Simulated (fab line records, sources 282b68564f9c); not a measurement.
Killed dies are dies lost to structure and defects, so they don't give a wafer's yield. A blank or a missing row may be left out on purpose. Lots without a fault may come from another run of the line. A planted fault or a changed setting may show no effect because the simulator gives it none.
fab line records | flow rit_cmos
record lots=6 wafers=18 last_day=8
route steps=202 shown SDANNEAL@156 PSD@157 NSD@158 PLDD@159 NLDD@160 SILICIDE@161 CONTACT@168 M1@184
lots that met no fault: from a run of the same line without faults
start_h: hours from the record's first day to the start of the lot's first wafer shown | wait_h: hours since the lot's step before | " the same as in the row above | L1.1+2: a row that stands for several wafers | - no value, or no start given | * or withheld: withheld | < > ~ a bound
route shown NAME@n: a module of which the file shows steps, and the number in the route of the first | usual: mean/standard deviation of fault-free wafers | same: alike in all rows | chamber/n: place in a boat | sites: the reading at each site | _std_site: their standard deviation | _edge_site: outer sites' mean less inner sites' | radius_mm: how far each site lies from the wafer's centre | mask NAME#n: copy n | behind: the tool/chamber that last shaped the wafer | hold: why the lot was held/for how many hours/how that ended | device: the transistor (n, p or np) that didn't switch | end of line: the same wafers' tests at the end of the route | a step without rows: its recipe alone | killed: dies lost to structure and defects at the first sort, not the wafer's yield | map: a wafer's dies, x killed, . not, _ none there
set.NAME: the setting as run; set.NAME@STEP: as run at that earlier step | model.NAME: the simulator's own value behind a step, which no gauge read
lots at some steps of the route; a table a step, a row a wafer
services: from which hour (start_h, from the record's first day; less than 0 if before it) a tool's chamber was out of use, for how many hours, and why
## steps
# step RIT_SDANNEAL_RTA_03
# recipe temp_c=1050 time_s=5 idle_temp_c=600 ramp_up_c_per_s=342 ramp_down_c_per_s=171 cool_to_c=600 ambient=N2
# usual wafer_temp_C_max=1053.5/1.2
# columns lot.wafer tool chamber start_h wait_h wafer_temp_C_max
L459.1 rtp_anneal-01 0 61.40 0.0 1055.2
L459.2 " 0 " " 1054.1
L459.5 " 0 " " 1054.9
L463.2 rtp_anneal-01 0 84.27 0.0 1050.2
L463.3 " 0 " " 1052.7
L463.4 " 0 " " 1054.8
L465.2 rtp_anneal-01 0 89.43 0.0 1051.4
L465.5 " 0 " " 1053.8
L465.6 " 0 " " 1055.3
L474.2 rtp_anneal-02 0 157.75 0.0 1054.0
L474.4 " 0 " " 1052.9
L474.5 " 0 " " 1053.9
L477.1 rtp_anneal-01 0 172.36 0.0 1053.7
L477.5 " 0 " " 1052.6
L477.6 " 0 " " 1052.9
L479.1 rtp_anneal-01 0 176.58 0.0 1053.9
L479.2 " 0 " " 1052.1
L479.6 " 0 " " 1051.3
# step RIT_SDANNEAL_RS_MEAS_04
# recipe thk_meas_gauge=four-point-probe
# usual PSD_RS=115.76/0.29
# columns lot.wafer tool chamber start_h wait_h PSD_RS[ohm/sq]
L459.1 film_metro-03 - 61.46 0.0 115.93
L459.2 " - " " 115.71
L459.5 " - " " 115.83
L463.2 film_metro-01 - 84.34 0.1 115.87
L463.3 " - " " 115.44
L463.4 " - " " 115.62
L465.2 film_metro-03 - 89.50 0.1 116.19
L465.5 " - " " 116.01
L465.6 " - " " 116.11
L474.2 film_metro-01 - 157.82 0.1 115.51
L474.4 " - " " 115.54
L474.5 " - " " 116.06
L477.1 film_metro-03 - 172.41 0.0 115.89
L477.5 " - " " 116.07
L477.6 " - " " 116.00
L479.1 film_metro-03 - 176.64 0.0 115.91
L479.2 " - " " 115.94
L479.6 " - " " 115.92
# step RIT_SDANNEAL_RS_MEAS_05
# recipe thk_meas_gauge=four-point-probe
# usual NSD_RS=84.54/0.28
# columns lot.wafer tool chamber start_h wait_h NSD_RS[ohm/sq]
L459.1 film_metro-03 - 61.58 0.1 84.81
L459.2 " - " " 84.81
L459.5 " - " " 84.63
L463.2 film_metro-01 - 84.46 0.1 84.78
L463.3 " - " " 84.57
L463.4 " - " " 84.62
L465.2 film_metro-03 - 89.62 0.1 84.68
L465.5 " - " " 84.45
L465.6 " - " " 84.17
L474.2 film_metro-01 - 157.94 0.1 84.53
L474.4 " - " " 84.73
L474.5 " - " " 84.94
L477.1 film_metro-03 - 172.53 0.1 84.94
L477.5 " - " " 84.88
L477.6 " - " " 84.67
L479.1 film_metro-03 - 176.76 0.1 84.44
L479.2 " - " " 84.70
L479.6 " - " " 84.40
# step RIT_SDANNEAL_RS_MEAS_06
# recipe thk_meas_gauge=four-point-probe
# usual PLDD_RS=178.4/0.45
# columns lot.wafer tool chamber start_h wait_h PLDD_RS[ohm/sq]
L459.1 film_metro-03 - 61.70 0.1 178.5
L459.2 " - " " 178.5
L459.5 " - " " 178.2
L463.2 film_metro-01 - 84.58 0.1 178.3
L463.3 " - " " 178.2
L463.4 " - " " 179.0
L465.2 film_metro-03 - 89.74 0.1 178.2
L465.5 " - " " 178.3
L465.6 " - " " 178.0
L474.2 film_metro-01 - 158.06 0.1 178.3
L474.4 " - " " 178.9
L474.5 " - " " 179.4
L477.1 film_metro-03 - 172.65 0.1 178.6
L477.5 " - " " 179.2
L477.6 " - " " 178.8
L479.1 film_metro-03 - 176.88 0.1 178.4
L479.2 " - " " 178.9
L479.6 " - " " 178.4
# step RIT_SDANNEAL_RS_MEAS_07
# recipe thk_meas_gauge=four-point-probe
# usual NLDD_RS=151.6/0.57
# columns lot.wafer tool chamber start_h wait_h NLDD_RS[ohm/sq]
L459.1 film_metro-03 - 61.82 0.1 153.1
L459.2 " - " " 152.4
L459.5 " - " " 153.2
L463.2 film_metro-01 - 84.70 0.1 151.7
L463.3 " - " " 151.5
L463.4 " - " " 151.8
L465.2 film_metro-03 - 89.86 0.1 151.2
L465.5 " - " " 151.6
L465.6 " - " " 152.0
L474.2 film_metro-01 - 158.18 0.1 150.9
L474.4 " - " " 151.2
L474.5 " - " " 150.9
L477.1 film_metro-03 - 172.77 0.1 151.7
L477.5 " - " " 151.5
L477.6 " - " " 151.6
L479.1 film_metro-03 - 177.00 0.1 151.1
L479.2 " - " " 151.1
L479.6 " - " " 151.2
# step RIT_SILICIDE_WET_ETCH_00
# recipe chemistry=BOE target=SiO2 target_depth_nm=14 time_s=15 dry=n2_spin dilution=10:1 temp_c=21.5
# step RIT_SILICIDE_SPUTTER_01
# recipe material=Ti target_thk_nm=30 power_w=350 chamber_pressure_pa=0.667 gas=Ar time_s=240 substrate_temp_c=25
# usual throttle_valve_pct=29.5/1.1
# columns lot.wafer tool chamber start_h wait_h throttle_valve_pct
L459.1 pvd_sputter-04 - 61.96 0.0 28.9
L459.2 " - " " 29.3
L459.5 " - " " 30.2
L463.2 pvd_sputter-01 - 84.81 0.0 29.5
L463.3 " - " " 30.9
L463.4 " - " " 28.9
L465.2 pvd_sputter-01 - 89.97 0.0 31.0
L465.5 " - " " 28.5
L465.6 " - " " 29.7
L474.2 pvd_sputter-03 - 158.29 0.0 28.9
L474.4 " - " " 28.2
L474.5 " - " " 30.0
L477.1 pvd_sputter-01 - 172.91 0.0 29.2
L477.5 " - " " 28.3
L477.6 " - " " 29.1
L479.1 pvd_sputter-01 - 177.13 0.0 29.4
L479.2 " - " " 28.2
L479.6 " - " " 30.9
# step RIT_SILICIDE_RS_MEAS_02
# recipe thk_meas_gauge=four-point-probe reads=Ti_of_SILICIDE_SPUTTER_01
# usual SILICIDE_TI_RS=48.1/0.72
# columns lot.wafer tool chamber start_h wait_h SILICIDE_TI_RS[ohm/sq]
L459.1 film_metro-04 - 62.11 0.1 46.8
L459.2 " - " " 48.4
L459.5 " - " " 47.5
L463.2 film_metro-04 - 84.98 0.1 47.9
L463.3 " - " " 47.0
L463.4 " - " " 47.7
L465.2 film_metro-04 - 90.14 0.1 48.8
L465.5 " - " " 49.9
L465.6 " - " " 49.4
L474.2 film_metro-03 - 158.46 0.1 46.5
L474.4 " - " " 47.4
L474.5 " - " " 48.6
L477.1 film_metro-03 - 173.06 0.1 48.0
L477.5 " - " " 48.5
L477.6 " - " " 47.5
L479.1 film_metro-01 - 177.28 0.1 48.1
L479.2 " - " " 48.5
L479.6 " - " " 48.2
# step RIT_SILICIDE_THK_MEAS_03
# recipe thk_meas_gauge=xrf reads=Ti_of_SILICIDE_SPUTTER_01
# usual SILICIDE_TI_THK=30.1/0.43
# columns lot.wafer tool chamber start_h wait_h SILICIDE_TI_THK[nm]
L459.1 film_metro-04 - 62.23 0.1 30.6
L459.2 " - " " 29.6
L459.5 " - " " 30.2
L463.2 film_metro-04 - 85.09 0.1 30.0
L463.3 " - " " 30.5
L463.4 " - " " 30.2
L465.2 film_metro-04 - 90.25 0.1 29.7
L465.5 " - " " 29.1
L465.6 " - " " 29.2
L474.2 film_metro-03 - 158.57 0.1 30.7
L474.4 " - " " 30.4
L474.5 " - " " 29.7
L477.1 film_metro-03 - 173.18 0.1 30.3
L477.5 " - " " 29.9
L477.6 " - " " 30.5
L479.1 film_metro-01 - 177.40 0.1 30.4
L479.2 " - " " 30.2
L479.6 " - " " 30.3
# step RIT_SILICIDE_RTA_04
# recipe temp_c=650 time_s=10 idle_temp_c=25 ramp_up_s=5 ramp_down_s=5 cool_to_c=25 ambient=N2
# usual wafer_temp_C_max=653.3/0.77
# columns lot.wafer tool chamber start_h wait_h wafer_temp_C_max
L459.1 rtp_anneal-02 0 62.29 0.1 652.8
L459.2 " 0 " " 654.2
L459.5 " 0 " " 652.9
L463.2 rtp_anneal-02 0 85.16 0.1 654.6
L463.3 " 0 " " 654.6
L463.4 " 0 " " 653.4
L465.2 rtp_anneal-02 0 90.31 0.1 653.3
L465.5 " 0 " " 653.3
L465.6 " 0 " " 654.6
L474.2 rtp_anneal-01 0 158.64 0.1 652.9
L474.4 " 0 " " 652.5
L474.5 " 0 " " 654.0
L477.1 rtp_anneal-01 0 173.24 0.1 653.2
L477.5 " 0 " " 653.5
L477.6 " 0 " " 653.3
L479.1 rtp_anneal-02 0 177.46 0.1 655.2
L479.2 " 0 " " 654.4
L479.6 " 0 " " 653.9
# step RIT_SILICIDE_WET_ETCH_05
# recipe chemistry=SPM target=Ti temp_c=90 time_s=120 dry=n2_spin
# step RIT_SILICIDE_RTA_06
# recipe temp_c=750 time_s=10 idle_temp_c=25 ramp_up_s=5 ramp_down_s=10 cool_to_c=25 ambient=N2
# step RIT_CONTACT_CVD_00
# recipe material=SiO2 target_thk_nm=400 precursor=TEOS temp_c=390 time_s=61 rf_w=400
# usual heater_power_w=303/49 run_length_s=89.1/0.58
# columns lot.wafer tool chamber start_h wait_h heater_power_w run_length_s model.SiO2_of_CONTACT_CVD_00.thk_nm
L459.1 pecvd-03 0 62.46 0.1 270 88.4 397.7
L459.2 " 1 " " 329 88.7 392.7
L459.5 " 1 " " 342 89.1 401.8
L463.2 pecvd-04 0 85.32 0.0 319 89.2 398
L463.3 " 1 " " 235 88.4 399.8
L463.4 " 0 " " 330 89.4 405.9
L465.2 pecvd-03 2 90.48 0.0 305 89.7 396.8
L465.5 " 2 " " 324 90.0 400.4
L465.6 " 0 " " 212 88.6 406.3
L474.2 pecvd-04 1 158.82 0.0 290 91.2 413.6
L474.4 " 1 " " 297 91.0 417.8
L474.5 " 0 " " 317 91.7 435
L477.1 pecvd-04 1 173.42 0.1 248 90.9 411.1
L477.5 " 0 " " 380 91.7 428.2
L477.6 " 1 " " 268 90.8 418.1
L479.1 pecvd-03 2 177.63 0.1 318 89.8 391.4
L479.2 " 0 " " 238 88.5 395
L479.6 " 2 " " 326 90.6 397.6
# step RIT_CONTACT_THK_MEAS_01
# recipe reads=SiO2_of_CONTACT_CVD_00
# usual CONTACT_TEOS_THK=399/5.9
# columns lot.wafer tool chamber start_h wait_h CONTACT_TEOS_THK[nm]
L459.1 film_metro-02 - 62.51 0.0 398
L459.2 " - " " 393
L459.5 " - " " 402
L463.2 film_metro-03 - 85.38 0.0 398
L463.3 " - " " 400
L463.4 " - " " 406
L465.2 film_metro-04 - 90.56 0.1 397
L465.5 " - " " 400
L465.6 " - " " 407
L474.2 film_metro-03 - 158.88 0.0 413
L474.4 " - " " 417
L474.5 " - " " 435
L477.1 film_metro-03 - 173.47 0.0 411
L477.5 " - " " 428
L477.6 " - " " 418
L479.1 film_metro-04 - 177.68 0.0 391
L479.2 " - " " 395
L479.6 " - " " 397
# step RIT_CONTACT_HMDS_02
# recipe prime_time_s=60 prime_temp_c=140
# step RIT_CONTACT_COAT_03
# recipe resist=NOVOLAK spin_rpm=3250 resist_thk_nm=1000
# step RIT_CONTACT_SOFTBAKE_04
# recipe resist=NOVOLAK temp_c=90 time_s=60
# step RIT_CONTACT_EXPOSE_05
# recipe mask_id=M11 na=0.6 source_shape=conventional sigma_outer=0.5 target_cd_nm=1000 dose_mj=250
# step RIT_CONTACT_PEB_06
# recipe resist=NOVOLAK temp_c=withheld time_s=withheld
# step RIT_CONTACT_DEVELOP_07
# recipe resist=NOVOLAK develop_time_s=120 dev_temp_c=23
# step RIT_CONTACT_CD_MEAS_08
# recipe target_cd_nm=1000
# usual cd_nm=1000.4/2.4
# columns lot.wafer tool chamber start_h wait_h cd_nm
L459.1 cd_sem-01 - 63.54 - 999.5
L459.2 " - " " 998.3
L459.5 " - " " 998.3
L463.2 cd_sem-02 - 86.55 - 1001.1
L463.3 " - " " 1002.4
L463.4 " - " " 1001.2
L465.2 cd_sem-01 - 91.60 - 998.6
L465.5 " - " " 998.5
L465.6 " - " " 997.9
L474.2 cd_sem-01 - 160.04 - 996.8
L474.4 " - " " 997.6
L474.5 " - " " 996.5
L477.1 cd_sem-01 - 174.90 - 1002.5
L477.5 " - " " 1001.3
L477.6 " - " " 1000.8
L479.1 cd_sem-01 - 179.02 - 996.4
L479.2 " - " " 997.6
L479.6 " - " " 996.3
# step RIT_CONTACT_OVL_MEAS_09
# usual CONTACT_OVL=-0.5/1.5
# columns lot.wafer tool chamber start_h wait_h CONTACT_OVL[nm]
L459.1 overlay-02 - 63.66 0.1 -1.2
L459.2 " - " " -1.3
L459.5 " - " " -2.7
L463.2 overlay-02 - 86.65 0.1 -0.3
L463.3 " - " " -0.1
L463.4 " - " " 1.6
L465.2 overlay-01 - 91.71 0.1 -1.8
L465.5 " - " " 0.6
L465.6 " - " " -1.1
L474.2 overlay-02 - 160.14 0.1 -1.8
L474.4 " - " " 0.0
L474.5 " - " " -2.6
L477.1 overlay-02 - 175.02 0.1 -1.1
L477.5 " - " " -0.5
L477.6 " - " " -1.8
L479.1 overlay-01 - 179.14 0.1 -2.7
L479.2 " - " " -2.5
L479.6 " - " " -2.7
# step RIT_CONTACT_HARDBAKE_10
# recipe resist=NOVOLAK temp_c=140 time_s=60
# step RIT_CONTACT_ETCH_11
# recipe target_depth_a=4800 over_etch_frac=0.2 stop_on=TiSi2 chemistry=CHF3/CF4/Ar target=SiO2 CHF3_flow_sccm=50 cf4_flow_sccm=10 Ar_flow_sccm=100 O2_flow_sccm=5 pressure_mtorr=100 rf_w=200 time_s=320
# usual drypump_motor_current_A=5.9/0.43 oes_product_au=0.991/0.021 throttle_valve_pct=8.83/0.15
# same over_etch_frac=0.2
# columns lot.wafer tool chamber start_h wait_h drypump_motor_current_A oes_product_au rf_hours_counter_h throttle_valve_pct model.etch.depth_nm model.CONTACT.feature_depth_nm
L459.1 rie_diel-03 3 63.84 0.1 5.5 1.014 102 8.75 397.7 397.7
L459.2 " 2 " " 5.6 0.992 42 8.83 392.7 392.7
L459.5 " 0 " " 5.5 0.976 - 8.57 401.8 401.8
L463.2 rie_diel-01 2 86.83 0.1 5.8 1.005 6 8.65 398 398
L463.3 " 3 " " 5.6 0.961 141 8.93 399.8 399.8
L463.4 " 0 " " 6.0 0.961 94 8.65 405.9 405.9
L465.2 rie_diel-03 3 91.89 0.1 5.5 1.018 103 8.75 396.8 396.8
L465.5 " 3 " " 5.5 1.022 - 8.75 400.4 400.4
L465.6 " 0 " " 5.5 0.974 - 8.56 406.3 406.3
L474.2 rie_diel-04 3 160.42 0.1 6.8 0.978 7 8.78 413.6 413.6
L474.4 " 0 " " 6.2 0.999 9 8.93 417.8 417.8
L474.5 " 1 " " 5.7 0.970 - 8.85 435 435
L477.1 rie_diel-03 0 175.20 0.1 5.5 0.975 88 8.56 411.1 411.1
L477.5 " 1 " " 5.8 1.005 - 9.03 428.2 428.2
L477.6 " 0 " " 5.5 0.975 - 8.56 418.1 418.1
L479.1 rie_diel-04 1 179.32 0.1 5.7 0.962 1 8.83 391.4 391.4
L479.2 " 2 " " 5.5 1.020 7 9.04 395 395
L479.6 " 3 " " 6.8 0.973 - 8.79 397.6 397.6
# step RIT_CONTACT_STRIP_12
# recipe chemistry=O2 time_s=180 resist=NOVOLAK platen_temp_c=withheld power_w=500 pressure_mtorr=4000 o2_flow_sccm=4000
# usual drypump_motor_current_A=5.9/0.46
# columns lot.wafer tool chamber start_h wait_h drypump_motor_current_A rf_hours_counter_h
L459.1 plasma_asher-01 0 64.04 0.1 5.4 26
L459.2 " 1 " " 5.8 26
L459.5 " 1 " " 5.8 -
L463.2 plasma_asher-03 1 87.03 0.1 6.8 44
L463.3 " 0 " " 6.0 -
L463.4 " 1 " " 6.8 -
L465.2 plasma_asher-03 0 92.08 0.1 6.0 45
L465.5 " 1 " " 6.8 -
L465.6 " 0 " " 6.0 -
L474.2 plasma_asher-02 1 160.61 0.1 5.5 3
L474.4 " 0 " " 5.9 -
L474.5 " 1 " " 5.5 -
L477.1 plasma_asher-02 0 175.40 0.1 5.9 5
L477.5 " 0 " " 5.9 -
L477.6 " 1 " " 5.5 -
L479.1 plasma_asher-01 1 179.52 0.1 5.8 37
L479.2 " 0 " " 5.4 37
L479.6 " 0 " " 5.4 -
# step RIT_CONTACT_CD_MEAS_90
# recipe target_cd_nm=1000
# usual cd_nm=1000.4/2.4
# columns lot.wafer tool chamber start_h wait_h cd_nm
L459.1 cd_sem-02 - 64.21 0.1 999.0
L459.2 " - " " 998.8
L459.5 " - " " 998.4
L463.2 cd_sem-02 - 87.22 0.1 1002.0
L463.3 " - " " 1002.3
L463.4 " - " " 1001.6
L465.2 cd_sem-01 - 92.28 0.1 998.2
L465.5 " - " " 997.5
L465.6 " - " " 997.6
L474.2 cd_sem-01 - 160.81 0.1 997.6
L474.4 " - " " 997.4
L474.5 " - " " 997.2
L477.1 cd_sem-01 - 175.57 0.1 1002.2
L477.5 " - " " 1000.7
L477.6 " - " " 1000.8
L479.1 cd_sem-01 - 179.69 0.1 997.1
L479.2 " - " " 997.4
L479.6 " - " " 996.4
# step RIT_CONTACT_CLEAN_13
# recipe chemistry=SC1 mix=3:3:50 time_s=600 temp_c=75
# step RIT_CONTACT_CLEAN_14
# recipe chemistry=SC2 mix=3:3:50 time_s=600 temp_c=75 dry=n2_spin
# step RIT_M1_SPUTTER_00
# recipe material=Al target_thk_nm=400 power_w=2000 chamber_pressure_pa=0.4 gas=Ar time_s=500 substrate_temp_c=25
# usual throttle_valve_pct=29.7/0.99
# columns lot.wafer tool chamber start_h wait_h throttle_valve_pct
L459.1 pvd_sputter-02 - 64.86 0.0 28.7
L459.2 " - " " 30.5
L459.5 " - " " 28.9
L463.2 pvd_sputter-02 - 87.67 0.0 29.4
L463.3 " - " " 29.3
L463.4 " - " " 30.5
L465.2 pvd_sputter-02 - 92.76 0.0 28.9
L465.5 " - " " 30.5
L465.6 " - " " 29.2
L474.2 pvd_sputter-02 - 161.27 0.0 30.4
L474.4 " - " " 28.9
L474.5 " - " " 29.5
L477.1 pvd_sputter-03 - 176.04 0.0 29.2
L477.5 " - " " 28.0
L477.6 " - " " 31.7
L479.1 pvd_sputter-02 - 180.18 0.0 29.5
L479.2 " - " " 29.2
L479.6 " - " " 29.4
# step RIT_M1_RS_MEAS_01
# recipe thk_meas_gauge=four-point-probe reads=Al_of_M1_SPUTTER_00
# usual M1_AL_RS=0.0731/0.0009
# columns lot.wafer tool chamber start_h wait_h M1_AL_RS[ohm/sq]
L459.1 film_metro-01 - 65.15 0.1 0.0733
L459.2 " - " " 0.0729
L459.5 " - " " 0.0727
L463.2 film_metro-03 - 87.99 0.2 0.0737
L463.3 " - " " 0.0716
L463.4 " - " " 0.0716
L465.2 film_metro-02 - 93.07 0.2 0.0728
L465.5 " - " " 0.0722
L465.6 " - " " 0.0725
L474.2 film_metro-03 - 161.59 0.2 0.0721
L474.4 " - " " 0.0723
L474.5 " - " " 0.0736
L477.1 film_metro-02 - 176.34 0.1 0.0741
L477.5 " - " " 0.0730
L477.6 " - " " 0.0735
L479.1 film_metro-02 - 180.47 0.1 0.0739
L479.2 " - " " 0.0719
L479.6 " - " " 0.0739
# step RIT_M1_THK_MEAS_02
# recipe thk_meas_gauge=xrf reads=Al_of_M1_SPUTTER_00
# usual M1_AL_THK=404/5.4
# columns lot.wafer tool chamber start_h wait_h M1_AL_THK[nm]
L459.1 film_metro-01 - 65.27 0.1 407
L459.2 " - " " 410
L459.5 " - " " 411
L463.2 film_metro-03 - 88.10 0.1 398
L463.3 " - " " 413
L463.4 " - " " 413
L465.2 film_metro-02 - 93.18 0.1 404
L465.5 " - " " 406
L465.6 " - " " 407
L474.2 film_metro-03 - 161.70 0.1 408
L474.4 " - " " 406
L474.5 " - " " 400
L477.1 film_metro-02 - 176.46 0.1 395
L477.5 " - " " 399
L477.6 " - " " 400
L479.1 film_metro-02 - 180.59 0.1 396
L479.2 " - " " 407
L479.6 " - " " 397
# step RIT_M1_HMDS_03
# recipe prime_time_s=60 prime_temp_c=140
# step RIT_M1_COAT_04
# recipe resist=NOVOLAK spin_rpm=2000 resist_thk_nm=1300
# step RIT_M1_SOFTBAKE_05
# recipe resist=NOVOLAK temp_c=90 time_s=60
# step RIT_M1_EXPOSE_06
# recipe mask_id=M12 na=0.6 source_shape=conventional sigma_outer=0.5 target_cd_nm=2600 dose_mj=250
# step RIT_M1_PEB_07
# recipe resist=NOVOLAK temp_c=withheld time_s=withheld
# step RIT_M1_DEVELOP_08
# recipe resist=NOVOLAK develop_time_s=68 dev_temp_c=23
# step RIT_M1_CD_MEAS_09
# recipe target_cd_nm=2600
# usual cd_nm=2599.7/2.8
# columns lot.wafer tool chamber start_h wait_h cd_nm
L459.1 cd_sem-01 - 66.21 - 2604.0
L459.2 " - " " 2603.0
L459.5 " - " " 2605.1
L463.2 cd_sem-01 - 89.11 - 2597.4
L463.3 " - " " 2597.9
L463.4 " - " " 2597.5
L465.2 cd_sem-01 - 94.26 - 2598.5
L465.5 " - " " 2599.0
L465.6 " - " " 2599.5
L474.2 cd_sem-02 - 162.98 - 2597.1
L474.4 " - " " 2598.2
L474.5 " - " " 2596.3
L477.1 cd_sem-01 - 177.66 - 2596.7
L477.5 " - " " 2598.9
L477.6 " - " " 2598.5
L479.1 cd_sem-01 - 181.66 - 2597.4
L479.2 " - " " 2597.3
L479.6 " - " " 2600.3
# step RIT_M1_OVL_MEAS_10
# usual M1_OVL=0.9/1.2
# columns lot.wafer tool chamber start_h wait_h M1_OVL[nm]
L459.1 overlay-02 - 66.33 0.1 1.5
L459.2 " - " " 0.5
L459.5 " - " " 0.1
L463.2 overlay-02 - 89.21 0.1 0.8
L463.3 " - " " 1.3
L463.4 " - " " 2.5
L465.2 overlay-02 - 94.36 0.1 2.4
L465.5 " - " " 1.5
L465.6 " - " " 0.2
L474.2 overlay-02 - 163.09 0.1 2.5
L474.4 " - " " 1.1
L474.5 " - " " 2.2
L477.1 overlay-02 - 177.78 0.1 0.0
L477.5 " - " " -1.7
L477.6 " - " " 0.1
L479.1 overlay-02 - 181.78 0.1 2.1
L479.2 " - " " 2.8
L479.6 " - " " 3.9
# step RIT_M1_HARDBAKE_11
# recipe resist=NOVOLAK temp_c=140 time_s=120
# step RIT_M1_METAL_ETCH_12
# recipe stop_on=SiO2 chemistry=Cl2/BCl3 target=Al time_s=165 over_etch_frac=0.5 pressure_mtorr=100 target_depth_a=6000 rf_w=250 Cl2_flow_sccm=60 bcl3_flow_sccm=50
# usual drypump_motor_current_A=5.4/0.52 oes_product_au=0.778/0.0094 throttle_valve_pct=8.29/0.15
# same over_etch_frac=0.5
# columns lot.wafer tool chamber start_h wait_h drypump_motor_current_A oes_product_au rf_hours_counter_h throttle_valve_pct model.SiO2_of_CONTACT_CVD_00.thk_nm
L459.1 rie_metal-02 0 66.80 0.2 5.3 0.784 4 8.09 361
L459.2 " 1 " " 5.6 0.773 4 8.47 355.1
L459.5 " 1 " " 5.6 0.774 - 8.44 364.1
L463.2 rie_metal-03 0 89.49 0.2 4.9 0.763 3 8.37 361.2
L463.3 " 0 " " 4.9 0.786 - 8.37 363
L463.4 " 1 " " 6.4 0.785 - 8.19 368.8
L465.2 rie_metal-02 0 94.64 0.2 5.3 0.794 4 8.08 360.7
L465.5 " 0 " " 5.3 0.787 - 8.07 363.9
L465.6 " 1 " " 5.6 0.777 - 8.45 368.7
L474.2 rie_metal-04 0 163.37 0.2 5.6 0.779 0 8.17 378
L474.4 " 1 " " 4.9 0.787 - 8.48 379.6
L474.5 " 0 " " 5.6 0.764 - 8.18 399.3
L477.1 rie_metal-04 1 178.38 0.2 4.8 0.781 0 8.47 373
L477.5 " 0 " " 5.6 0.769 - 8.18 392.8
L477.6 " 1 " " 4.8 0.789 - 8.48 380
L479.1 rie_metal-02 1 182.06 0.2 5.6 0.775 5 8.46 353.8
L479.2 " 0 " " 5.3 0.797 6 8.06 358.9
L479.6 " 1 " " 5.5 0.760 - 8.46 359.9
# step RIT_M1_STRIP_13
# recipe chemistry=nmp resist=NOVOLAK temp_c=80 time_s=600 dry=n2_spin
# step RIT_M1_PROBE_99
# usual killed_at_contacts=0.1/0.3 killed_at_front_end=7/3.1 killed_dies=7/3.1 killed_open=3.8/2.3 killed_short=3.2/1.9
# same gross_dies=264 killed_at_M0_to_M3=0 killed_at_M4_up=0 killed_at_back_side=0 killed_at_other=0
# columns lot.wafer tool chamber start_h wait_h killed_at_contacts killed_at_front_end killed_dies killed_open killed_short
L474.2 prober-02 - 165.67 0.1 0 13 13 5 8
L474.4 prober-02 - 165.77 0.2 0 10 10 5 5
L474.5 prober-02 - 165.82 0.2 1 5 6 3 2
L477.1 prober-01 - 181.89 0.1 0 8 8 4 4
L477.5 prober-01 - 182.09 0.2 0 1 1 0 1
L477.6 prober-01 - 182.14 0.2 0 6 6 3 3
L479.1 prober-01 - 184.32 0.1 0 3 3 1 2
L479.2 prober-01 - 184.37 0.1 0 7 7 4 3
L479.6 prober-01 - 184.57 0.2 0 7 7 4 3
# killed by level:class
L474.2 GATE:geometric_particle:short=4 FOX2:geometric_particle:short=2 GATE:geometric_particle:open=2 REOX:geometric_particle:open=2 REOX:geometric_particle:short=2 SILICIDE:geometric_particle:open=1
L474.4 REOX:geometric_particle:open=3 ACTIVE:geometric_particle:short=1 FOX1:geometric_particle:short=1 FOX2:geometric_particle:short=1 FOX2:geometric_particle:open=1 GATE:geometric_particle:short=1 GATE:geometric_particle:open=1 SPACER:geometric_particle:short=1
L474.5 GATE:geometric_particle:open=3 GATE:geometric_particle:short=1 SPACER:geometric_particle:short=1 CONTACT:area_etch=1
L477.1 GATE:geometric_particle:open=4 REOX:geometric_particle:short=3 GATE:geometric_particle:short=1
L477.5 GATE:geometric_particle:short=1
L477.6 REOX:geometric_particle:open=2 FOX1:geometric_particle:short=1 FOX2:geometric_particle:short=1 GATE:geometric_particle:open=1 REOX:geometric_particle:short=1
L479.1 FOX1:geometric_particle:short=1 GATE:geometric_particle:open=1 GATE:geometric_particle:short=1
L479.2 FOX2:geometric_particle:open=2 FOX2:geometric_particle:short=1 GATE:geometric_particle:short=1 GATE:geometric_particle:open=1 REOX:geometric_particle:short=1 SILICIDE:geometric_particle:open=1
L479.6 GATE:geometric_particle:open=2 SPACER:geometric_particle:short=2 GATE:geometric_particle:short=1 REOX:geometric_particle:open=1 SILICIDE:geometric_particle:open=1
## services
# columns tool chamber start_h hours kind
pecvd-04 - 50.36 0.5 repair
rie_metal-04 1 60.78 5.2 repair
rie_metal-03 - 69.57 0.2 repair
rie_metal-02 0 74.41 7.7 repair
plasma_asher-02 - 74.68 1.6 repair
pvd_sputter-04 - 79.21 23.4 repair
pecvd-03 1 88.34 7.1 repair
rie_diel-01 3 92.26 14.8 repair
rie_metal-04 1 95.46 3.5 repair
rie_diel-03 2 97.27 7.3 repair
plasma_asher-02 - 108.75 9.0 pm
pecvd-03 - 123.80 14.6 pm
pvd_sputter-04 - 130.65 1.9 repair
rie_metal-04 - 136.12 20.0 pm
rie_metal-02 1 137.18 27.6 repair
pvd_sputter-02 - 137.72 1.1 repair
rie_diel-04 2 144.64 3.8 repair
rie_diel-04 - 148.14 0.9 repair
rie_diel-01 - 149.47 1.2 repair
rie_diel-04 3 157.77 2.6 repair
rtp_anneal-01 - 163.65 5.1 pm
rie_diel-03 2 168.89 3.0 repair
plasma_asher-01 - 169.32 2.1 repair
rie_metal-04 - 172.82 0.7 repair
## key
first_sign step=RIT_CONTACT_CVD_00 reading=run_length_s direction=up sigmas=3.6 usual=* struck=*
effect step=RIT_CONTACT_THK_MEAS_01 reading=CONTACT_TEOS_THK direction=up sigmas=3.5 usual=399 struck=420
model_effect step=RIT_CONTACT_CVD_00 value=SiO2_of_CONTACT_CVD_00.thk_nm without=405 struck=420.6
model_effect step=RIT_CONTACT_ETCH_11 value=etch.depth_nm without=405 struck=420.6
model_effect step=RIT_M1_METAL_ETCH_12 value=SiO2_of_CONTACT_CVD_00.thk_nm without=368.2 struck=383.8
met_at RIT_CONTACT_CVD_00
struck_wafers L474.2,L474.4,L474.5,L477.1,L477.5,L477.6
tester_left_out L474,L477
onset_between 85.32 158.82
fault kind=process_parameter_drift tool=pecvd-04 chamber=- onset_h=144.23 steps=RIT_CONTACT_CVD_00 channel=time_s offset=* shape=step end_h=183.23 stated=*
# tester_left_out: of these lots the tester's yield and bins aren't shown, on N5 and GAA mostly nor the transistor test; their killed dies are dies lost to structure and defects alone, not to doping, threshold or leakage, so they don't give the yield
